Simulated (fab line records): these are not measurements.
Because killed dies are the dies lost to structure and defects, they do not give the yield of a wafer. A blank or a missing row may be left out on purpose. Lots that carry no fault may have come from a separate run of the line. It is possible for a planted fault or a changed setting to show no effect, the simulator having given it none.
2 desks looking at one fault | flow rit-cmos | each desk has only its own numbers; what lay behind them comes last

== THE METROLOGY DESK ==
What the gauges read for every lot (on any tool): the sampled wafers with a number, averaged. Marked OUT: a lot whose mean sits more than 4 standard deviations from the usual mean, which makes it out of limits; the brackets give that distance.
Columns: A = GATE_OXIDE_THK at RIT_GATE_THK_MEAS_07, usual 2.99 nm
lot  | first seen here | A
L175 | day 2 15:46     | 2.98
L176 | day 2 20:54     | 2.97
L177 | day 3 05:22     | 3.02
L179 | day 3 14:50     | 2.98
L180 | day 3 16:22     | 3.10
L183 | day 4 03:28     | 2.79
L187 | day 4 23:08     | 2.67 (-4.4) OUT
L188 | day 5 04:48     | 2.91
L189 | day 5 07:23     | 2.91
L190 | day 5 14:13     | 3.00
L191 | day 5 18:05     | 2.94
L194 | day 6 08:20     | 3.04
L195 | day 6 13:58     | 3.00
L197 | day 7 00:02     | 2.87
Per this desk, out of limits: L187; the first was L187, day 4 23:08 (GATE_OXIDE_THK at RIT_GATE_THK_MEAS_07). L175, L176, L177, L179, L180, L183, L188, L189, L190, L191, L194, L195, L197 stayed within limits.

== DESK OF THE TOOL OWNER: furnace-01 ==
The tool's own readings at RIT_GATE_OXIDATION_05 (target thk 3 nm, ox time 270 s): means of the sampled wafers that have a number, for each lot that ran on this tool. Marked OUT: a lot whose mean sits more than 4 standard deviations from the usual mean, which makes it out of limits; the brackets give that distance.
Columns: A = ox-temp-c-max at RIT_GATE_OXIDATION_05, usual 904.8; B = zone-power-load-pct at RIT_GATE_OXIDATION_05, usual 26.0 %
lot  | first seen here | A     | B
L176 | day 2 18:03     | 907.8 | 26.1
L177 | day 3 02:56     | 906.0 | 26.6
L180 | day 3 14:03     | 906.4 | 26.5
L183 | day 4 01:26     | 906.0 | 26.3
L187 | day 4 21:48     | 906.2 | 26.2
This desk found nothing out of limits on any of the 5 lots.

== PUT TOGETHER ==
An alarm was possible from the metrology desk at day 4 23:08, on L187.
Nothing out of limits was seen by the tool owner's desk.
On record at the tool owner's desk: L187, within its limits.
The lots listed all ran RIT_GATE_OXIDATION_05 on furnace-01.

== WHAT THE SIMULATOR HAD INSERTED ==
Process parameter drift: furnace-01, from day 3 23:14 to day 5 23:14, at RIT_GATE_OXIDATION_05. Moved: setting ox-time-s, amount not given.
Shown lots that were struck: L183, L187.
Hours from the fault's start to each desk's first reading out of limits: the metrology desk, 24.
